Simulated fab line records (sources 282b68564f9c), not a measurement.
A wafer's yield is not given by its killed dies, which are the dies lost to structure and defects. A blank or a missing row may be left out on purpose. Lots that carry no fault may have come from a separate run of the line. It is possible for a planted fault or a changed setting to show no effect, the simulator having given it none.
The tool behind it: which one? / flow ritCmos / 39 wafers from 13 lots sampled at 3 of the route's 202 steps

## WHAT EACH GAUGE READ, for each wafer
RIT_M1_RS_MEAS_01: measurement is done with a four-point probe. Usual: M1_AL_RS 0.0753 ohm/sq, standard deviation 0.00067.
lot=L862; measured=day 3 10:25; on=filmMetro-04; M1_AL_RS (ohm/sq)=0.0762 0.0760 0.0756; flag=
lot=L863; measured=day 3 13:28; on=filmMetro-02; M1_AL_RS (ohm/sq)=0.0759 0.0754 0.0749; flag=
lot=L864; measured=day 3 17:17; on=filmMetro-02; M1_AL_RS (ohm/sq)=0.0759 0.0762 0.0754; flag=
lot=L867; measured=day 4 09:17; on=filmMetro-04; M1_AL_RS (ohm/sq)=0.0748 0.0746 0.0752; flag=
lot=L869; measured=day 4 22:33; on=filmMetro-04; M1_AL_RS (ohm/sq)=0.0761 0.0754 0.0756; flag=
lot=L873; measured=day 5 18:40; on=filmMetro-04; M1_AL_RS (ohm/sq)=0.0750 0.0700 0.0745; flag=OFF
lot=L874; measured=day 5 21:13; on=filmMetro-02; M1_AL_RS (ohm/sq)=0.0753 0.0757 0.0752; flag=
lot=L875; measured=day 6 05:11; on=filmMetro-04; M1_AL_RS (ohm/sq)=0.0766 0.0769 0.0765; flag=
lot=L877; measured=day 6 10:44; on=filmMetro-02; M1_AL_RS (ohm/sq)=0.0761 0.0770 0.0752; flag=
lot=L879; measured=day 7 01:46; on=filmMetro-03; M1_AL_RS (ohm/sq)=0.0751 0.0754 0.0752; flag=
lot=L880; measured=day 7 07:27; on=filmMetro-03; M1_AL_RS (ohm/sq)=0.0758 0.0758 0.0756; flag=
lot=L882; measured=day 7 14:28; on=filmMetro-02; M1_AL_RS (ohm/sq)=0.0748 0.0738 0.0746; flag=
lot=L885; measured=day 8 04:53; on=filmMetro-03; M1_AL_RS (ohm/sq)=0.0758 0.0743 0.0758; flag=

RIT_M1_THK_MEAS_02: measures by xrf. Usual: M1_AL_THK 385 nm, standard deviation 4.8.
lot=L862; measured=day 3 10:32; on=filmMetro-04; M1_AL_THK (nm)=377 376 381; flag=
lot=L863; measured=day 3 13:34; on=filmMetro-02; M1_AL_THK (nm)=384 388 389; flag=
lot=L864; measured=day 3 17:24; on=filmMetro-02; M1_AL_THK (nm)=384 382 384; flag=
lot=L867; measured=day 4 09:25; on=filmMetro-04; M1_AL_THK (nm)=384 385 382; flag=
lot=L869; measured=day 4 22:40; on=filmMetro-04; M1_AL_THK (nm)=378 382 379; flag=
lot=L873; measured=day 5 18:47; on=filmMetro-04; M1_AL_THK (nm)=383 412 386; flag=
lot=L874; measured=day 5 21:18; on=filmMetro-02; M1_AL_THK (nm)=389 386 383; flag=
lot=L875; measured=day 6 05:18; on=filmMetro-04; M1_AL_THK (nm)=375 372 374; flag=
lot=L877; measured=day 6 10:51; on=filmMetro-02; M1_AL_THK (nm)=383 378 387; flag=
lot=L879; measured=day 7 01:52; on=filmMetro-03; M1_AL_THK (nm)=389 386 387; flag=
lot=L880; measured=day 7 07:33; on=filmMetro-03; M1_AL_THK (nm)=386 384 385; flag=
lot=L882; measured=day 7 14:34; on=filmMetro-02; M1_AL_THK (nm)=390 397 390; flag=
lot=L885; measured=day 8 05:01; on=filmMetro-03; M1_AL_THK (nm)=383 394 386; flag=

## EACH LOT AND THE TOOL THAT RAN IT (in order: tool; ch and the chambers of the sampled wafers; start)
lot=L862; RIT_M1_SPUTTER_00=pvdSputter-03, day 3 10:08
lot=L863; RIT_M1_SPUTTER_00=pvdSputter-01, day 3 13:08
lot=L864; RIT_M1_SPUTTER_00=pvdSputter-03, day 3 16:59
lot=L867; RIT_M1_SPUTTER_00=pvdSputter-01, day 4 08:59
lot=L869; RIT_M1_SPUTTER_00=pvdSputter-04, day 4 22:16
lot=L873; RIT_M1_SPUTTER_00=pvdSputter-03, day 5 18:21
lot=L874; RIT_M1_SPUTTER_00=pvdSputter-01, day 5 20:52
lot=L875; RIT_M1_SPUTTER_00=pvdSputter-04, day 6 04:53
lot=L877; RIT_M1_SPUTTER_00=pvdSputter-04, day 6 10:26
lot=L879; RIT_M1_SPUTTER_00=pvdSputter-01, day 7 01:26
lot=L880; RIT_M1_SPUTTER_00=pvdSputter-01, day 7 07:07
lot=L882; RIT_M1_SPUTTER_00=pvdSputter-04, day 7 14:09
lot=L885; RIT_M1_SPUTTER_00=pvdSputter-04, day 8 04:35
- RIT_M1_SPUTTER_00: material Al, target thk 400 nm, time 500 s.

## AS READ BY THE TOOLS THEMSELVES (means over the sampled wafers that have a number; for cases with no such wafer, the mark the record gives instead)
RIT_M1_SPUTTER_00. Usual: cathodeDcPowerW 1940.0 W, standard deviation 0.37; throttleValvePct 30.2 %, standard deviation 1.3.
lot=L862; tool=pvdSputter-03; cathodeDcPowerW (W)=1939.9; throttleValvePct (%)=31.6; flag=
lot=L863; tool=pvdSputter-01; cathodeDcPowerW (W)=1939.9; throttleValvePct (%)=29.8; flag=
lot=L864; tool=pvdSputter-03; cathodeDcPowerW (W)=1940.1; throttleValvePct (%)=30.9; flag=
lot=L867; tool=pvdSputter-01; cathodeDcPowerW (W)=1940.1; throttleValvePct (%)=30.2; flag=
lot=L869; tool=pvdSputter-04; cathodeDcPowerW (W)=1939.9; throttleValvePct (%)=27.8; flag=
lot=L873; tool=pvdSputter-03; cathodeDcPowerW (W)=1940.1; throttleValvePct (%)=31.4; flag=
lot=L874; tool=pvdSputter-01; cathodeDcPowerW (W)=1939.9; throttleValvePct (%)=30.4; flag=
lot=L875; tool=pvdSputter-04; cathodeDcPowerW (W)=1940.2; throttleValvePct (%)=28.2; flag=
lot=L877; tool=pvdSputter-04; cathodeDcPowerW (W)=1939.9; throttleValvePct (%)=29.1; flag=
lot=L879; tool=pvdSputter-01; cathodeDcPowerW (W)=1940.0; throttleValvePct (%)=29.6; flag=
lot=L880; tool=pvdSputter-01; cathodeDcPowerW (W)=1940.1; throttleValvePct (%)=30.4; flag=
lot=L882; tool=pvdSputter-04; cathodeDcPowerW (W)=1940.1; throttleValvePct (%)=30.5; flag=
lot=L885; tool=pvdSputter-04; cathodeDcPowerW (W)=1940.5; throttleValvePct (%)=29.1; flag=

## THE ANSWER, worked out from the rows above alone
Rule: lot off if the mean of its wafers having a number is beyond 3 standard deviations from the usual mean. Also off: a lot with no number at a reading for which 4 or more lots have one. The other lots that the step has rows for count as sound. After the gauges, taken in route order, come the tools' own readings; for these a lot's mean is taken, as printed above. At the first step where some lot is off, the reading lying furthest off is the one used; lots without a number count as furthest.
Off: L873, at RIT_M1_RS_MEAS_01 (M1_AL_RS).
A tool fits if, at a process step before that reading, it ran every lot that is off, and no sound lot after the first of them. Gauges at RIT_M1_RS_MEAS_01: tried the same way as those tools. One fits: pvdSputter-03 at RIT_M1_SPUTTER_00. Its last sound lot is L864 (day 3 16:59), its first lot that is off L873 (day 5 18:21): a fault that began between those two fits.

## WHAT THE SIMULATOR HAD INSERTED
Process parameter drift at RIT_M1_SPUTTER_00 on pvdSputter-03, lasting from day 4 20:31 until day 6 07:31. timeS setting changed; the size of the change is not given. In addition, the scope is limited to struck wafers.
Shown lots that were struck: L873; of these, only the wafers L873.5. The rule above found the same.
